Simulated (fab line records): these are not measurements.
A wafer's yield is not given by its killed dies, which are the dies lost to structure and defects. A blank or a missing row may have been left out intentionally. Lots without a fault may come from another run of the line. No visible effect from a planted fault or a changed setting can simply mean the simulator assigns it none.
Which of the tools did it? / flow rit-cmos / 14 lots with 42 wafers sampled at 2 steps, on a route of 202 steps

== WHAT THE GAUGES READ, wafer by wafer ==
RIT_PLDD_OVL_MEAS_06.
lot=L679; measured=day 2 21:42; on=overlay-01; PLDD_OVL (nm)=0.0 -1.0 -0.7
lot=L680; measured=day 3 03:56; on=overlay-02; PLDD_OVL (nm)=-0.2 -0.7 1.2
lot=L681; measured=day 3 06:23; on=overlay-01; PLDD_OVL (nm)=0.6 1.6 1.9
lot=L682; measured=day 3 10:40; on=overlay-02; PLDD_OVL (nm)=3.3 3.0 0.4
lot=L683; measured=day 3 18:01; on=overlay-01; PLDD_OVL (nm)=0.6 -0.5 0.0
lot=L684; measured=day 4 00:37; on=overlay-01; PLDD_OVL (nm)=4.8 3.9 3.7
lot=L686; measured=day 4 11:55; on=overlay-01; PLDD_OVL (nm)=0.0 -0.7 -0.3
lot=L687; measured=day 4 15:57; on=overlay-02; PLDD_OVL (nm)=0.4 1.5 0.5
lot=L690; measured=day 5 07:02; on=overlay-01; PLDD_OVL (nm)=1.5 0.3 3.0
lot=L692; measured=day 5 17:02; on=overlay-02; PLDD_OVL (nm)=-0.4 0.9 0.3
lot=L693; measured=day 5 23:05; on=overlay-02; PLDD_OVL (nm)=-0.5 1.6 0.7
lot=L694; measured=day 6 01:11; on=overlay-02; PLDD_OVL (nm)=1.4 2.8 2.9
lot=L696; measured=day 6 13:01; on=overlay-01; PLDD_OVL (nm)=1.4 1.6 3.2
lot=L700; measured=day 7 07:28; on=overlay-01; PLDD_OVL (nm)=0.7 -0.6 1.1

== WHAT TOOL EACH LOT RAN ON (gives the tool, then ch and the chambers of the sampled wafers, and finally the start) ==
lot=L679; RIT_NLDD_STRIP_09=plasma-asher-02 ch 0,1, day 2 20:29
lot=L680; RIT_NLDD_STRIP_09=plasma-asher-03 ch 0,1, day 3 02:47
lot=L681; RIT_NLDD_STRIP_09=plasma-asher-03 ch 0,1, day 3 05:18
lot=L682; RIT_NLDD_STRIP_09=plasma-asher-03 ch 0,1, day 3 09:28
lot=L683; RIT_NLDD_STRIP_09=plasma-asher-02 ch 0,1, day 3 16:55
lot=L684; RIT_NLDD_STRIP_09=plasma-asher-04 ch 0,1, day 3 23:32
lot=L686; RIT_NLDD_STRIP_09=plasma-asher-04 ch 0,1, day 4 10:35
lot=L687; RIT_NLDD_STRIP_09=plasma-asher-03 ch 0,1, day 4 14:43
lot=L690; RIT_NLDD_STRIP_09=plasma-asher-03 ch 0,1, day 5 05:49
lot=L692; RIT_NLDD_STRIP_09=plasma-asher-02 ch 0,1, day 5 15:31
lot=L693; RIT_NLDD_STRIP_09=plasma-asher-02 ch 0,1, day 5 21:55
lot=L694; RIT_NLDD_STRIP_09=plasma-asher-04 ch 0,1, day 5 23:56
lot=L696; RIT_NLDD_STRIP_09=plasma-asher-04 ch 0,1, day 6 11:36
lot=L700; RIT_NLDD_STRIP_09=plasma-asher-04 ch 0,1, day 7 06:17
- RIT_NLDD_STRIP_09: strips in O2, time 180 s.

== WHAT THE TOOLS THEMSELVES READ (means of the sampled wafers that have a number; where no wafer has one, the mark that the record gives instead) ==
RIT_NLDD_STRIP_09.
lot=L679; tool=plasma-asher-02; drypump-motor-current-A (A)=5.9
lot=L680; tool=plasma-asher-03; drypump-motor-current-A (A)=5.4
lot=L681; tool=plasma-asher-03; drypump-motor-current-A (A)=5.5
lot=L682; tool=plasma-asher-03; drypump-motor-current-A (A)=5.3
lot=L683; tool=plasma-asher-02; drypump-motor-current-A (A)=5.9
lot=L684; tool=plasma-asher-04; drypump-motor-current-A (A)=6.0
lot=L686; tool=plasma-asher-04; drypump-motor-current-A (A)=6.1
lot=L687; tool=plasma-asher-03; drypump-motor-current-A (A)=5.3
lot=L690; tool=plasma-asher-03; drypump-motor-current-A (A)=5.3
lot=L692; tool=plasma-asher-02; drypump-motor-current-A (A)=5.8
lot=L693; tool=plasma-asher-02; drypump-motor-current-A (A)=5.9
lot=L694; tool=plasma-asher-04; drypump-motor-current-A (A)=5.9
lot=L696; tool=plasma-asher-04; drypump-motor-current-A (A)=5.9
lot=L700; tool=plasma-asher-04; drypump-motor-current-A (A)=6.1

== THE ANSWER, worked out from the rows above alone ==
Rule: the usual values come from the lots themselves. Put in order of their means at a reading, lots are off if they are a third of the lots or fewer, leave a main group of 4 or more, and stand apart from it by a gap of 3 or more times the standard deviation of the main group's means; of several such gaps the widest counts. A main group whose means are all the same, to the digits that the tables above print for the reading, isn't used. Also off: a lot with no number at a reading for which 4 or more lots have one. The other lots that the step has rows for count as sound. The gauges are gone through in route order, then the tools' own readings, and for those a lot's mean is taken as printed above. The first step at which some lot is off is used, and at that step the reading that is off furthest; a lot without a number counts as furthest.
No lot is off at any reading shown: from this, nothing can be told.

== WHAT THE SIMULATOR HAD INSERTED ==
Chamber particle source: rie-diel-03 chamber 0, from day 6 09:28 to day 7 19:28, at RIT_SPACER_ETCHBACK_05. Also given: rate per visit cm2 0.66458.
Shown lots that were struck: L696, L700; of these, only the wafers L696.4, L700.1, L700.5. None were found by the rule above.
